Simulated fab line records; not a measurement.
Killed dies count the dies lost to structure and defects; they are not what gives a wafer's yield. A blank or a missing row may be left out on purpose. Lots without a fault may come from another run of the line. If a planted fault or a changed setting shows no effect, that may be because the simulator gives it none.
A struck lot beside a sound one	flow berkeleyCmos170	31 out of 331 route steps
Sound: wafers L860.1, L860.3, L860.5. Struck: wafer L870.3. (L870.2, L870.6 of the same lot were not struck and are left out.) The cause comes at the end.
At each step with rows: each side's tool, then ch and its chambers, then its first start. Under that, the readings that differ: sound wafers	struck wafers	difference of the means	sigmas: that difference in standard deviations of wafers without a fault.
alike: readings with means less than 2 such deviations apart, plus words and numbers identical on both sides. not compared: withheld readings, readings lacking a value on some wafer, bounds such as >300 that could conceal the same value, and numbers that have no deviation in the record and whose values overlap.
The two part at a step that has a row with sigmas, a row that says differs or no value, or rows on one side only. Numbers that don't overlap but have no deviation are shown without sigmas and don't part them. A reading that every wafer of one side lacks parts them only if that side has two wafers or more.

first, 6 steps without rows for these wafers: UCB170_V2_HMDS_06 (prime time 60 s); UCB170_V2_COAT_07 (resist thk 900 nm); UCB170_V2_SOFTBAKE_08 (time 60 s); UCB170_V2_EXPOSE_09 (exposes mask VIA2, target cd 700 nm); UCB170_V2_PEB_10; UCB170_V2_DEVELOP_11 (develop time 45 s).
UCB170_V2_CD_MEAS_12: the cd target is 700 nm.
  sound: cdSem-01 at day 8 12:47; struck: cdSem-02 at day 10 09:02
  alike: cdNm
UCB170_V2_OVL_MEAS_13:
  sound: overlay-02 at day 8 12:55; struck: overlay-02 at day 10 09:08
  alike: V2_OVL
UCB170_V2_ETCH_14: etches SiO2 in CHF3/CF4/Ar, stops on Al, target depth 1250 nm, time 291 s.
  sound on rieDiel-01 ch 0,1, day 8 12:57; struck on rieDiel-04 ch 0, day 10 09:10
reading	sound	struck	difference	sigmas
drypumpMotorCurrentA (A)	6.4 5.8 5.8	5.1	-0.9	-2
throttleValvePct (%)	7.16 6.90 6.90	6.68	-0.31	-2
  alike: CHF3_flow_sccm, oesProductAu
  not compared: rfHoursCounterH
UCB170_V2_STRIP_15: strips in O2.
  sound on plasmaAsher-01 ch 0,1, day 8 13:07; struck on plasmaAsher-04 ch 0, day 10 09:21
reading	sound	struck	difference	sigmas
drypumpMotorCurrentA (A)	5.9 4.6 4.7	6.6	+1.5	+3
  alike: oesProductAu, stripTimeToEndpointS
  not compared: rfHoursCounterH
UCB170_V2_CD_MEAS_90: the cd target is 700 nm.
  sound: cdSem-01 at day 8 13:13; struck: cdSem-01 at day 10 09:28
  alike: cdNm
then, 1 step without rows for these wafers: UCB170_M3_PRE_CLEAN_00 (preclean etch time 60 s).
UCB170_M3_SPUTTER_01: material Al, target thk 900 nm, time 120 s.
  sound: pvdSputter-01 at day 8 13:25; struck: pvdSputter-01 at day 10 09:38
reading	sound	struck	difference	sigmas
cathodeDcPowerW (W)	6000.1 6000.6 5999.9	7530.6	+1530.4	+99 or more
model.Al_of_M3_SPUTTER_01.thkNm (nm)	892.9 896.6 908.9	1122	+223	
  alike: throttleValvePct
UCB170_M3_RS_MEAS_02: the measuring method here is four-point-probe.
  sound: filmMetro-01 at day 8 13:29; struck: filmMetro-01 at day 10 10:01
reading	sound	struck	difference	sigmas
M3_AL_RS (ohm/sq)	0.0324 0.0322 0.0319	0.0257	-0.0065	-20
  not compared: hold
UCB170_M3_THK_MEAS_03: measures by xrf.
  sound: filmMetro-01 at day 8 13:37; struck: filmMetro-01 at day 10 14:09
reading	sound	struck	difference	sigmas
M3_AL_THK (nm)	901 905 919	1130	+222	+22
  not compared: hold
then, 2 steps without rows for these wafers: UCB170_M3_COAT_05 (resist thk 900 nm); UCB170_M3_SOFTBAKE_06 (time 60 s).
UCB170_M3_STRIP_07: strips in O2.
  sound on plasmaAsher-01 ch 0,1, day 8 14:07; struck on plasmaAsher-03 ch 0, day 10 16:04
  alike: drypumpMotorCurrentA, oesProductAu, stripTimeToEndpointS
  not compared: rfHoursCounterH
then, 7 steps without rows for these wafers: UCB170_M3_STRIP_08 (strips KrF in DMSO, time 600 s); UCB170_M3_COAT_09; UCB170_M3_COAT_10 (resist thk 900 nm); UCB170_M3_SOFTBAKE_11 (time 60 s); UCB170_M3_EXPOSE_12 (exposes mask METAL3, target cd 700 nm); UCB170_M3_PEB_13; UCB170_M3_DEVELOP_14 (develop time 45 s).
UCB170_M3_CD_MEAS_15: the cd target is 700 nm.
  sound: cdSem-02 at day 8 15:22; struck: cdSem-02 at day 10 17:13
  alike: cdNm
UCB170_M3_OVL_MEAS_16:
  sound: overlay-02 at day 8 15:29; struck: overlay-01 at day 10 17:19
  alike: M3_OVL
UCB170_M3_ETCH_17: etches BARC in N2/H2.
  sound on rieDiel-03 ch 1,3, day 8 15:31; struck on rieDiel-03 ch 1, day 10 17:20
  alike: drypumpMotorCurrentA, oesProductAu, throttleValvePct
UCB170_M3_METAL_ETCH_18: etches Al in Cl2/BCl3, stops on SiO2, target depth 1170 nm, time 195 s.
  sound on rieMetal-01 ch 0,1, day 8 15:34; struck on rieMetal-01 ch 0, day 10 17:23
reading	sound	struck	difference	sigmas
oesProductAu (a.u.)	0.881 0.874 0.893	0.996	+0.113	+7
  alike: drypumpMotorCurrentA, throttleValvePct
  not compared: rfHoursCounterH
UCB170_M3_STRIP_19: strips in O2.
  sound on plasmaAsher-01 ch 1, day 8 15:45; struck on plasmaAsher-03 ch 1, day 10 17:34
  alike: drypumpMotorCurrentA, oesProductAu
  not compared: rfHoursCounterH
UCB170_M3_PROBE_99:
  sound: prober-02 at day 8 16:05; struck: prober-01 at day 10 19:08
reading	sound	struck	difference	sigmas
hold	- - -	awaitDispo/0.8h/release	no value on the sound wafers	
model.etest.antennaM3.vtShiftV (V)	-0.01585 -0.01221 -0.01392	-0.005315	+0.008678	

== WHERE THEY PART ==
At UCB170_V2_ETCH_14 first; at UCB170_M3_PROBE_99 last (within this record only).

WHY: what the simulator had put in
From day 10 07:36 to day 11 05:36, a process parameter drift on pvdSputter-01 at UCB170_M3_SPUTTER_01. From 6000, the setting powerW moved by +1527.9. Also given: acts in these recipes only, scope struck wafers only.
